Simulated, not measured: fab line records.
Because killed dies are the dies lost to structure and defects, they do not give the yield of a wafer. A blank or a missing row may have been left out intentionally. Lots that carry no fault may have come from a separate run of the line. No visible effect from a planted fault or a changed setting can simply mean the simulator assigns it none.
Check of tool commonality + flow berkeleyCmos170 + Lots sampled 16, wafers sampled 48

## THE REASON FOR OPENING IT
At UCB170_V1_THK_MEAS_01 the reading V1_TEOS_THK is flagged on 4 of 16 lots. Fault-free wafers read 2003 nm, with a standard deviation of 25.
Rule: a lot is flagged when every wafer of it that has a number lies more than 4 standard deviations from that mean, or none has a number. All remaining lots are regarded as sound.

| lot  | measured     | on           | V1_TEOS_THK (nm), wafer by wafer | flag    |
|------|--------------|--------------|----------------------------------|---------|
| L880 | day 7 21:08  | filmMetro-04 | 1956 2020 1991                   |         |
| L879 | day 7 21:11  | filmMetro-04 | 1978 1998 1997                   |         |
| L882 | day 7 21:18  | filmMetro-01 | 1973 2003 1997                   |         |
| L883 | day 7 21:19  | filmMetro-04 | 1989 2071 2017                   |         |
| L884 | day 8 10:20  | filmMetro-01 | 2011 2020 2056                   |         |
| L885 | day 8 10:20  | filmMetro-03 | 1998 1998 2007                   |         |
| L889 | day 9 18:11  | filmMetro-04 | 1520 1543 1578                   | FLAGGED |
| L892 | day 10 00:46 | filmMetro-04 | 1510 1545 1549                   | FLAGGED |
| L890 | day 10 00:47 | filmMetro-01 | 1985 1987 2004                   |         |
| L894 | day 10 14:22 | filmMetro-03 | 1550 1568 1570                   | FLAGGED |
| L896 | day 10 14:22 | filmMetro-04 | 1978 1982 2036                   |         |
| L895 | day 10 14:22 | filmMetro-01 | 2008 2054 2013                   |         |
| L893 | day 10 14:32 | filmMetro-03 | 1551 1563 1569                   | FLAGGED |
| L897 | day 11 12:47 | filmMetro-04 | 1971 2008 2003                   |         |
| L899 | day 11 12:55 | filmMetro-01 | 2004 2015 2018                   |         |
| L902 | day 11 13:05 | filmMetro-03 | 2001 2030 2039                   |         |
Average over the flagged lots: 1551 nm; offset from the usual -452 nm, equal to -18 standard deviations.

## EACH LOT AND THE TOOL IT RAN ON
The record holds 1 process step before the reading, out of a route of 331 steps. Cell contents, in order: the tool; ch with the chambers the sampled wafers went through; the start.
| lot  | flag    | UCB170_V1_CVD_00                |
|------|---------|---------------------------------|
| L880 |         | pecvd-04 ch 0,1, day 7 20:59    |
| L879 |         | pecvd-02 ch 0,1, day 7 20:59    |
| L882 |         | pecvd-04 ch 0,2, day 7 21:08    |
| L883 |         | pecvd-02 ch 0,2, day 7 21:08    |
| L884 |         | pecvd-01 ch 0,1,2, day 8 10:10  |
| L885 |         | pecvd-04 ch 1,2, day 8 10:10    |
| L889 | FLAGGED | pecvd-04 ch 0,1, day 9 18:01    |
| L892 | FLAGGED | pecvd-04 ch 1,2, day 10 00:37   |
| L890 |         | pecvd-01 ch 1,2, day 10 00:37   |
| L894 | FLAGGED | pecvd-04 ch 0,1,2, day 10 14:13 |
| L896 |         | pecvd-02 ch 0,1, day 10 14:13   |
| L895 |         | pecvd-01 ch 0,1, day 10 14:13   |
| L893 | FLAGGED | pecvd-04 ch 0,2, day 10 14:22   |
| L897 |         | pecvd-01 ch 0,1,2, day 11 12:37 |
| L899 |         | pecvd-01 ch 0,1,2, day 11 12:46 |
| L902 |         | pecvd-01 ch 0,1, day 11 12:55   |
What these steps do:
- UCB170_V1_CVD_00: deposits SiO2 from TEOS/O2, target thk 2000 nm, time 250 s.
- UCB170_V1_THK_MEAS_01

## FLAGGED AGAINST TOTAL, ONE TOOL AT A TIME (gauges that did the reading follow at the end)
| step                  | tool         | lots run | flagged | share of the flagged lots | sound lots run after its first flagged lot |
|-----------------------|--------------|----------|---------|---------------------------|--------------------------------------------|
| UCB170_V1_CVD_00      | pecvd-01     | 6        | 0       | none                      | -                                          |
| UCB170_V1_CVD_00      | pecvd-02     | 3        | 0       | none                      | -                                          |
| UCB170_V1_CVD_00      | pecvd-04     | 7        | 4       | all                       | 0                                          |
| UCB170_V1_THK_MEAS_01 | filmMetro-01 | 5        | 0       | none                      | -                                          |
| UCB170_V1_THK_MEAS_01 | filmMetro-03 | 4        | 2       | some                      | 1 (L902)                                   |
| UCB170_V1_THK_MEAS_01 | filmMetro-04 | 7        | 2       | some                      | 2 (L896,L897)                              |

## WHAT THE TABLE PERMITS
Rows of the table that ran each flagged lot: 1, that is pecvd-04 at UCB170_V1_CVD_00.
- pecvd-04 at UCB170_V1_CVD_00: 4 of its 7 lots flagged. Last sound lot L885 at day 8 10:10, first flagged lot L889 at day 9 18:01; a fault beginning in between fits.
Left over: one tool, pecvd-04 at UCB170_V1_CVD_00.

## WHAT THE SIMULATOR PUT IN
Site profile drift: pecvd-04, from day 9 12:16 on, at UCB170_V1_CVD_00. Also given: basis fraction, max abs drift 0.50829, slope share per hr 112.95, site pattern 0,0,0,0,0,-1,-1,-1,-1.
Shown lots that were struck: L889, L892, L894, L893. This agrees with what the rule above found.
